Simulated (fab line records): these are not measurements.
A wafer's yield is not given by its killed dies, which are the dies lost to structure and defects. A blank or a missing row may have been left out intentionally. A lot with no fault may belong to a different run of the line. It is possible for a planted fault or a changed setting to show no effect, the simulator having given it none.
8D (eight disciplines) problem report, filled in by code -- flow rit cmos -- the parts of the form that need people (team, actions taken, sign-off) are left out

## 1. THE PROBLEM
Wafers with no fault read 268.6 s with a standard deviation of 0.39, whereas run length s at RIT_SPACER_ETCHBACK_05 reads a mean of 281.5 s on 1 wafer of 1 lot. Measured from the usual mean, that is +33 standard deviations.
The step: etches Si3N4 in SF6/CHF3, stops on SiO2, target depth 250 nm, time 240 s.
Earliest sighting: wafer L409.5 on rie diel-04 at day 6 03:44. The record has a number at this step for 39 wafers belonging to 13 lots. Rule for "out" (also "out of limits"): further than 4 standard deviations from the usual mean. The other wafers with a number count as sound.

## 2. WHAT IT IS AND WHAT IT IS NOT
question,is,is not
which readings at this step,run length s,"drypump motor current A, oes product au, throttle valve pct"
which lots,L409,"L395, L397, L398, L399, L400, L401, L402, L404, L405, L407, L408, L418"
which wafers of those lots,L409.5,"L409.1, L409.2"
read on which tools,rie diel-04,"rie diel-01, rie diel-02"
when,from day 6 03:44,up to then (35 sound wafers); but 3 sound wafers of L418 came after

## 3. WHAT RULES OUT EACH SUSPECT
Counting: if a tool at a process step up to the reading ran every lot that is out, it stays a suspect. Sound lots after the first of them don't rule it out here, since some wafers of a struck lot are sound.
- plasma asher-01 at RIT_ACTIVE_STRIP_14 (strips in O2, time 180 s): kept. L409, the lot that is out, went through it at day 4 14:50; up to then, the latest sound lot through it was L407 at day 4 04:28.
- rie diel-04 at RIT_SPACER_ETCHBACK_05 (etches Si3N4 in SF6/CHF3, stops on SiO2, target depth 250 nm, time 240 s): kept. L409, the lot that is out, went through it at day 6 03:44; up to then, the latest sound lot through it was L408 at day 5 19:55. On those wafers its own readings are out: run length s.
- In rie diel-04 at RIT_SPACER_ETCHBACK_05, the wafers that are out were processed in chamber 0 and their sound lot-mates in chambers 1, 3.
What counting leaves: plasma asher-01 at RIT_ACTIVE_STRIP_14 and rie diel-04 at RIT_SPACER_ETCHBACK_05.

## 4. THE CAUSE (what the simulator had put in)
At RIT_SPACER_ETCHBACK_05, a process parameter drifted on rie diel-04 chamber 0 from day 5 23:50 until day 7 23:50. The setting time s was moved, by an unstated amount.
Counting leaves 2 suspects; this tool is one of them.

## 5. THE CHAIN OF EFFECTS, in route order
One row per reading whose mean, taken over the struck wafers that have a number, lies over 3 standard deviations from the usual. Only readings for which the record gives a usual standard deviation are gone through. hours: the time from each lot's start at the first step in this table that gives one to its start at this step, as a median over the lots. sigmas: the change in usual standard deviations.
hours,step,reading,usual,on struck wafers,change,sigmas
0,RIT_SPACER_ETCHBACK_05,run length s,268.6 s,281.5,+12.9,+33
The process steps in it:
- RIT_SPACER_ETCHBACK_05: etches Si3N4 in SF6/CHF3, stops on SiO2, target depth 250 nm, time 240 s.

## 6. WHAT WOULD HAVE CAUGHT IT SOONER
In this record no reading fell out of limits until day 6 03:44, 4 hours after the fault had begun at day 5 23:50.
